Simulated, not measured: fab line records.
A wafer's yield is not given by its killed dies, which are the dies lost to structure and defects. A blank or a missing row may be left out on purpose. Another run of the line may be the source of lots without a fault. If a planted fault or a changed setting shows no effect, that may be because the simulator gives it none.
What tool caused it? | flow rit-cmos | 42 wafers from 14 lots sampled at 2 of the route's 202 steps

WHAT EACH GAUGE READ, for each wafer
RIT_GATE_THK_MEAS_09. Usual: GATE_POLY_THK typically reads 249.0 nm, with standard deviation 2.3.
lot  | measured    | on            | GATE_POLY_THK (nm)                  | flag
L747 | day 2 14:00 | film-metro-02 | 245.6 243.8 247.4                   |
L748 | day 2 17:16 | film-metro-04 | 247.8 248.4 249.4                   |
L749 | day 2 21:23 | film-metro-02 | 247.9 247.8 249.2                   |
L750 | day 3 02:43 | film-metro-03 | 249.9 247.8 247.6                   |
L751 | day 3 10:32 | film-metro-03 | 252.5 249.9 251.6                   |
L752 | day 3 13:53 | film-metro-04 | 252.9 251.6 250.5                   |
L753 | day 3 19:57 | film-metro-04 | 246.6 246.0 246.0                   |
L754 | day 3 23:02 | film-metro-04 | 245.6 245.3 247.1                   |
L755 | day 4 09:04 | film-metro-03 | 248.7 250.6 248.6                   |
L758 | day 5 01:01 | film-metro-02 | 376.3 377.1 375.8 376.2 377.3 375.8 | OFF
L762 | day 5 18:05 | film-metro-02 | 374.1 372.3 374.5 373.9 372.6 374.8 | OFF
L765 | day 6 07:18 | film-metro-03 | 245.7 245.9 245.2                   |
L768 | day 6 20:40 | film-metro-04 | 250.2 247.2 249.7                   |
L769 | day 7 02:37 | film-metro-02 | 250.5 250.8 252.1                   |

WHICH TOOL RAN EACH LOT (tool, then ch and the chambers of the sampled wafers, then the start)
lot  | RIT_GATE_CVD_08
L747 | lpcvd-01 ch 1, day 2 11:34
L748 | lpcvd-02 ch 1, day 2 15:38
L749 | lpcvd-01 ch 0, day 2 19:45
L750 | lpcvd-02 ch 1, day 3 01:05
L751 | lpcvd-02 ch 1, day 3 08:55
L752 | lpcvd-02 ch 0, day 3 12:16
L753 | lpcvd-01 ch 1, day 3 18:19
L754 | lpcvd-01 ch 0, day 3 21:25
L755 | lpcvd-02 ch 1, day 4 07:28
L758 | lpcvd-02 ch 1, day 4 22:34
L762 | lpcvd-02 ch 1, day 5 15:40
L765 | lpcvd-01 ch 1, day 6 04:53
L768 | lpcvd-01 ch 0, day 6 19:03
L769 | lpcvd-01 ch 0, day 7 00:59
- RIT_GATE_CVD_08: deposits poly-Si from SiH4, target thk 250 nm, time 2220 s.

WHAT THE TOOLS THEMSELVES READ (means of the sampled wafers that have a number; where no wafer has one, the mark that the record gives instead)
The record holds no such reading with a usual standard deviation.

THE ANSWER, worked out from the rows above alone
Rule: take the mean of a lot's wafers that have a number; if it is more than 3 standard deviations from the usual mean, the lot is off. Also off: a lot with no number at a reading for which 4 or more lots have one. Any other lot the step has rows for is counted as sound. First the gauges in route order, then the tools' own readings, where a lot's mean is used as printed above. The first step at which some lot is off is used, and at that step the reading that is off furthest; a lot without a number counts as furthest.
Off: L758, L762, at RIT_GATE_THK_MEAS_09 (GATE_POLY_THK).
A tool fits if, at a process step before that reading, it ran every lot that is off, and no sound lot after the first of them. Those tools and the gauges at RIT_GATE_THK_MEAS_09 are tried in the same way. One candidate fits, namely lpcvd-02 at RIT_GATE_CVD_08. Its last sound lot is L755 (day 4 07:28), its first lot that is off L758 (day 4 22:34): a fault that began between those two fits.

WHAT THE SIMULATOR PUT IN
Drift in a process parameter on lpcvd-02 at RIT_GATE_CVD_08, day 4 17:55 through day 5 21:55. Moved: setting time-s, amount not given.
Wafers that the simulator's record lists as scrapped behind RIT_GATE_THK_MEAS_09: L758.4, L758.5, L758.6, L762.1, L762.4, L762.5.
Shown lots that were struck: L758, L762. The rule above found the same.
